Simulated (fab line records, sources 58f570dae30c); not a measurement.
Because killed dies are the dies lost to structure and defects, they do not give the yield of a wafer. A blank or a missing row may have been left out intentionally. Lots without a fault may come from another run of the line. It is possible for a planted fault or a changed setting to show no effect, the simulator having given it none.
Which tool is to blame? / flow berkeleyCmos170 / Sampling: 14 lots, 42 wafers, 6 of 331 route steps

== WHAT EACH GAUGE READ, for each wafer ==
UCB170_NVT_TW_MEAS_09.
lot=L872; measured=day 6 09:20; on=filmMetro-03; NVT_TW=524 525 525
lot=L873; measured=day 6 19:32; on=filmMetro-04; NVT_TW=522 525 519
lot=L875; measured=day 7 07:58; on=filmMetro-02; NVT_TW=523 521 521
lot=L876; measured=day 7 07:47; on=filmMetro-03; NVT_TW=531 527 528
lot=L877; measured=day 7 08:03; on=filmMetro-04; NVT_TW=518 517 514
lot=L878; measured=day 7 19:21; on=filmMetro-03; NVT_TW=530 530 530
lot=L879; measured=day 7 19:10; on=filmMetro-04; NVT_TW=512 517 517
lot=L880; measured=day 8 07:27; on=filmMetro-02; NVT_TW=522 520 523
lot=L882; measured=day 8 19:02; on=filmMetro-04; NVT_TW=519 519 516
lot=L883; measured=day 8 18:28; on=filmMetro-03; NVT_TW=521 517 522
lot=L886; measured=day 9 04:31; on=filmMetro-02; NVT_TW=523 522 522
lot=L891; measured=day 10 08:13; on=filmMetro-04; NVT_TW=517 517 517
lot=L894; measured=day 10 15:47; on=filmMetro-02; NVT_TW=521 522 522
lot=L893; measured=day 10 15:23; on=filmMetro-03; NVT_TW=526 531 527

UCB170_PLDD_TW_MEAS_11.
lot=L872; measured=day 7 05:20; on=filmMetro-02; PLDD_TW=1015 1012 1013
lot=L873; measured=day 7 15:47; on=filmMetro-04; PLDD_TW=1007 1002 1001
lot=L875; measured=day 8 07:24; on=filmMetro-01; PLDD_TW=1014 1013 1018
lot=L876; measured=day 8 07:39; on=filmMetro-01; PLDD_TW=1017 1013 1018
lot=L877; measured=day 8 07:06; on=filmMetro-02; PLDD_TW=1019 1015 1016
lot=L878; measured=day 8 15:37; on=filmMetro-04; PLDD_TW=1001 1003 1003
lot=L879; measured=day 8 15:22; on=filmMetro-01; PLDD_TW=1015 1016 1018
lot=L880; measured=day 9 05:34; on=filmMetro-02; PLDD_TW=1017 1007 1010
lot=L882; measured=day 9 19:06; on=filmMetro-02; PLDD_TW=1014 1010 1011
lot=L883; measured=day 9 19:17; on=filmMetro-02; PLDD_TW=1010 1018 1006
lot=L886; measured=day 10 01:38; on=filmMetro-02; PLDD_TW=1009 1014 1007
lot=L891; measured=day 11 03:17; on=filmMetro-02; PLDD_TW=980 973 981
lot=L894; measured=day 11 09:55; on=filmMetro-02; PLDD_TW=1016 1016 1016
lot=L893; measured=day 11 09:40; on=filmMetro-01; PLDD_TW=987 985 986

UCB170_SDANNEAL_RS_MEAS_04: a four-point-probe measurement.
lot=L872; measured=day 7 19:16; on=filmMetro-02; PLDD_RS (ohm/sq)=1029.2 1032.8 1028.1
lot=L873; measured=day 8 06:04; on=filmMetro-01; PLDD_RS (ohm/sq)=1028.1 1027.2 1032.2
lot=L875; measured=day 8 22:14; on=filmMetro-02; PLDD_RS (ohm/sq)=1034.6 1034.2 1033.9
lot=L876; measured=day 8 21:38; on=filmMetro-04; PLDD_RS (ohm/sq)=1026.6 1028.4 1027.6
lot=L877; measured=day 8 21:56; on=filmMetro-01; PLDD_RS (ohm/sq)=1030.7 1030.7 1031.7
lot=L878; measured=day 9 05:04; on=filmMetro-02; PLDD_RS (ohm/sq)=1033.6 1034.9 1033.5
lot=L879; measured=day 9 04:51; on=filmMetro-04; PLDD_RS (ohm/sq)=1029.9 1029.4 1029.7
lot=L880; measured=day 9 21:14; on=filmMetro-02; PLDD_RS (ohm/sq)=1032.5 1037.1 1035.4
lot=L882; measured=day 10 08:28; on=filmMetro-01; PLDD_RS (ohm/sq)=1027.9 1031.3 1028.2
lot=L883; measured=day 10 08:41; on=filmMetro-02; PLDD_RS (ohm/sq)=1027.4 1029.0 1030.5
lot=L886; measured=day 10 17:33; on=filmMetro-04; PLDD_RS (ohm/sq)=1026.3 1025.6 1025.8
lot=L891; measured=day 11 16:17; on=filmMetro-01; PLDD_RS (ohm/sq)=1133.0 1131.9 1133.5
lot=L894; measured=day 11 23:18; on=filmMetro-04; PLDD_RS (ohm/sq)=1027.4 1026.0 1027.1
lot=L893; measured=day 11 23:46; on=filmMetro-01; PLDD_RS (ohm/sq)=1123.5 1128.4 1124.8

UCB170_M3_CD_MEAS_15: target cd 700 nm.
lot=L872; measured=day 8 15:36; on=cdSem-01; cdNm (nm)=700.2 700.8 701.1
lot=L873; measured=day 9 01:56; on=cdSem-01; cdNm (nm)=697.8 697.5 698.4
lot=L875; measured=day 9 23:07; on=cdSem-01; cdNm (nm)=698.2 699.0 698.3
lot=L876; measured=day 9 22:11; on=cdSem-01; cdNm (nm)=698.0 700.7 698.2
lot=L877; measured=day 9 23:41; on=cdSem-02; cdNm (nm)=701.4 700.1 699.7
lot=L878; measured=day 10 06:17; on=cdSem-02; cdNm (nm)=700.9 701.7 702.1
lot=L879; measured=day 10 04:08; on=cdSem-01; cdNm (nm)=703.6 702.2 702.6
lot=L880; measured=day 10 17:14; on=cdSem-02; cdNm (nm)=701.9 699.7 701.2
lot=L882; measured=day 11 04:00; on=cdSem-02; cdNm (nm)=700.6 700.8 701.5
lot=L883; measured=day 11 07:14; on=cdSem-02; cdNm (nm)=701.1 701.1 699.5
lot=L886; measured=day 11 15:59; on=cdSem-02; cdNm (nm)=699.2 697.6 698.8
lot=L891; measured=day 12 17:14; on=cdSem-02; cdNm (nm)=698.2 698.6 697.9
lot=L894; measured=day 12 21:29; on=cdSem-01; cdNm (nm)=699.3 699.6 700.3
lot=L893; measured=day 13 03:23; on=cdSem-01; cdNm (nm)=703.0 702.2 701.6

== WHICH TOOL RAN EACH LOT (tool, then ch and the chambers of the sampled wafers, then the start) ==
lot=L872; UCB170_NWELL_ETCH_13=rieDiel-01 ch 0,3, day 2 08:50; UCB170_PLDD_IMPLANT_09=implanter-02 ch 0, day 7 05:07
lot=L873; UCB170_NWELL_ETCH_13=rieDiel-01 ch 2,3, day 2 15:37; UCB170_PLDD_IMPLANT_09=implanter-02 ch 0, day 7 15:34
lot=L875; UCB170_NWELL_ETCH_13=rieDiel-01 ch 1,2, day 3 02:14; UCB170_PLDD_IMPLANT_09=implanter-01 ch 0, day 8 07:11
lot=L876; UCB170_NWELL_ETCH_13=rieDiel-01 ch 1,2,3, day 3 02:31; UCB170_PLDD_IMPLANT_09=implanter-04 ch 0, day 8 07:24
lot=L877; UCB170_NWELL_ETCH_13=rieDiel-04 ch 0,2,3, day 3 12:07; UCB170_PLDD_IMPLANT_09=implanter-02 ch 0, day 8 06:51
lot=L878; UCB170_NWELL_ETCH_13=rieDiel-03 ch 0,1,2, day 3 18:50; UCB170_PLDD_IMPLANT_09=implanter-01 ch 0, day 8 15:22
lot=L879; UCB170_NWELL_ETCH_13=rieDiel-01 ch 0,1,2, day 3 19:04; UCB170_PLDD_IMPLANT_09=implanter-04 ch 0, day 8 15:07
lot=L880; UCB170_NWELL_ETCH_13=rieDiel-03 ch 1,2,3, day 4 03:57; UCB170_PLDD_IMPLANT_09=implanter-02 ch 0, day 9 05:20
lot=L882; UCB170_NWELL_ETCH_13=rieDiel-03 ch 0,2,3, day 4 14:14; UCB170_PLDD_IMPLANT_09=implanter-04 ch 0, day 9 18:52
lot=L883; UCB170_NWELL_ETCH_13=rieDiel-04 ch 2,3, day 5 00:59; UCB170_PLDD_IMPLANT_09=implanter-01 ch 0, day 9 18:59
lot=L886; UCB170_NWELL_ETCH_13=rieDiel-04 ch 1,3, day 5 10:08; UCB170_PLDD_IMPLANT_09=implanter-01 ch 0, day 10 01:23
lot=L891; UCB170_NWELL_ETCH_13=rieDiel-01 ch 0,3, day 6 10:42; UCB170_PLDD_IMPLANT_09=implanter-02 ch 0, day 11 03:00
lot=L894; UCB170_NWELL_ETCH_13=rieDiel-03 ch 0,3, day 7 01:16; UCB170_PLDD_IMPLANT_09=implanter-04 ch 0, day 11 09:41
lot=L893; UCB170_NWELL_ETCH_13=rieDiel-01 ch 0,2,3, day 7 01:32; UCB170_PLDD_IMPLANT_09=implanter-02 ch 0, day 11 09:25
- UCB170_NWELL_ETCH_13: etches Si3N4 in CH3F/Ar/O2, stops on SiO2, target depth 246.4 nm, time 154 s.
- UCB170_PLDD_IMPLANT_09

== WHAT THE TOOLS THEMSELVES READ (means of the sampled wafers that have a number; where no wafer has one, the mark that the record gives instead) ==
UCB170_NWELL_ETCH_13.
lot=L872; tool=rieDiel-01; CH3F_flow_sccm (sccm)=20.05; drypumpMotorCurrentA (A)=6.3; oesProductAu (a.u.)=0.949; throttleValvePct (%)=8.12
lot=L873; tool=rieDiel-01; CH3F_flow_sccm (sccm)=19.99; drypumpMotorCurrentA (A)=5.9; oesProductAu (a.u.)=0.948; throttleValvePct (%)=8.07
lot=L875; tool=rieDiel-01; CH3F_flow_sccm (sccm)=20.03; drypumpMotorCurrentA (A)=5.0; oesProductAu (a.u.)=0.943; throttleValvePct (%)=8.08
lot=L876; tool=rieDiel-01; CH3F_flow_sccm (sccm)=20.01; drypumpMotorCurrentA (A)=5.5; oesProductAu (a.u.)=0.936; throttleValvePct (%)=8.08
lot=L877; tool=rieDiel-04; CH3F_flow_sccm (sccm)=20.00; drypumpMotorCurrentA (A)=5.5; oesProductAu (a.u.)=0.957; throttleValvePct (%)=8.07
lot=L878; tool=rieDiel-03; CH3F_flow_sccm (sccm)=19.98; drypumpMotorCurrentA (A)=5.8; oesProductAu (a.u.)=0.941; throttleValvePct (%)=8.12
lot=L879; tool=rieDiel-01; CH3F_flow_sccm (sccm)=20.02; drypumpMotorCurrentA (A)=5.5; oesProductAu (a.u.)=0.944; throttleValvePct (%)=8.14
lot=L880; tool=rieDiel-03; CH3F_flow_sccm (sccm)=20.01; drypumpMotorCurrentA (A)=5.9; oesProductAu (a.u.)=0.947; throttleValvePct (%)=8.11
lot=L882; tool=rieDiel-03; CH3F_flow_sccm (sccm)=20.03; drypumpMotorCurrentA (A)=6.1; oesProductAu (a.u.)=0.942; throttleValvePct (%)=8.07
lot=L883; tool=rieDiel-04; CH3F_flow_sccm (sccm)=19.97; drypumpMotorCurrentA (A)=5.3; oesProductAu (a.u.)=0.954; throttleValvePct (%)=8.15
lot=L886; tool=rieDiel-04; CH3F_flow_sccm (sccm)=19.97; drypumpMotorCurrentA (A)=5.9; oesProductAu (a.u.)=0.969; throttleValvePct (%)=8.04
lot=L891; tool=rieDiel-01; CH3F_flow_sccm (sccm)=19.98; drypumpMotorCurrentA (A)=6.4; oesProductAu (a.u.)=0.943; throttleValvePct (%)=8.19
lot=L894; tool=rieDiel-03; CH3F_flow_sccm (sccm)=19.96; drypumpMotorCurrentA (A)=6.2; oesProductAu (a.u.)=0.941; throttleValvePct (%)=8.02
lot=L893; tool=rieDiel-01; CH3F_flow_sccm (sccm)=20.03; drypumpMotorCurrentA (A)=5.9; oesProductAu (a.u.)=0.947; throttleValvePct (%)=8.14

UCB170_PLDD_IMPLANT_09.
lot=L872; tool=implanter-02; doseIonsCm2=5e+13; faradayCurrentUA=156; rotationDeg (degrees)=179.99
lot=L873; tool=implanter-02; doseIonsCm2=5e+13; faradayCurrentUA=156; rotationDeg (degrees)=179.99
lot=L875; tool=implanter-01; doseIonsCm2=5e+13; faradayCurrentUA=160; rotationDeg (degrees)=180.00
lot=L876; tool=implanter-04; doseIonsCm2=5e+13; faradayCurrentUA=157; rotationDeg (degrees)=180.02
lot=L877; tool=implanter-02; doseIonsCm2=5e+13; faradayCurrentUA=162; rotationDeg (degrees)=179.99
lot=L878; tool=implanter-01; doseIonsCm2=5e+13; faradayCurrentUA=163; rotationDeg (degrees)=179.99
lot=L879; tool=implanter-04; doseIonsCm2=5e+13; faradayCurrentUA=158; rotationDeg (degrees)=180.05
lot=L880; tool=implanter-02; doseIonsCm2=5e+13; faradayCurrentUA=159; rotationDeg (degrees)=179.99
lot=L882; tool=implanter-04; doseIonsCm2=5e+13; faradayCurrentUA=158; rotationDeg (degrees)=180.01
lot=L883; tool=implanter-01; doseIonsCm2=5e+13; faradayCurrentUA=158; rotationDeg (degrees)=180.02
lot=L886; tool=implanter-01; doseIonsCm2=5e+13; faradayCurrentUA=158; rotationDeg (degrees)=179.96
lot=L891; tool=implanter-02; doseIonsCm2=4e+13; faradayCurrentUA=124; rotationDeg (degrees)=179.99
lot=L894; tool=implanter-04; doseIonsCm2=5e+13; faradayCurrentUA=159; rotationDeg (degrees)=180.08
lot=L893; tool=implanter-02; doseIonsCm2=4e+13; faradayCurrentUA=125; rotationDeg (degrees)=180.03

== THE ANSWER, worked out from the rows above alone ==
Rule: usual is defined by the lots themselves. Put in order of their means at a reading, lots are off if they are a third of the lots or fewer, leave a main group of 4 or more, and stand apart from it by a gap of 3 or more times the standard deviation of the main group's means; of several such gaps the widest counts. A main group is skipped when, at the precision printed for the reading in the tables above, its means are all equal. Also off: a lot with no number at a reading for which 4 or more lots have one. Any other lot the step has rows for is counted as sound. After the gauges, taken in route order, come the tools' own readings; for these a lot's mean is taken, as printed above. At the first step where some lot is off, the reading lying furthest off is the one used; lots without a number count as furthest.
Off: L891, L893, seen at UCB170_PLDD_TW_MEAS_11 (PLDD_TW). The main group has a mean of 1012 with a standard deviation of 4.6.
A tool fits if, at a process step before that reading, it ran every lot that is off, and no sound lot after the first of them. Not tried: the gauges at UCB170_PLDD_TW_MEAS_11; whatever is off there is also off at UCB170_PLDD_IMPLANT_09, on other tools, and gauge error can't account for it. 2 tools fit, rieDiel-01 at UCB170_NWELL_ETCH_13 and implanter-02 at UCB170_PLDD_IMPLANT_09, so this cannot tell which one it is.

== WHAT THE SIMULATOR HAD INSERTED ==
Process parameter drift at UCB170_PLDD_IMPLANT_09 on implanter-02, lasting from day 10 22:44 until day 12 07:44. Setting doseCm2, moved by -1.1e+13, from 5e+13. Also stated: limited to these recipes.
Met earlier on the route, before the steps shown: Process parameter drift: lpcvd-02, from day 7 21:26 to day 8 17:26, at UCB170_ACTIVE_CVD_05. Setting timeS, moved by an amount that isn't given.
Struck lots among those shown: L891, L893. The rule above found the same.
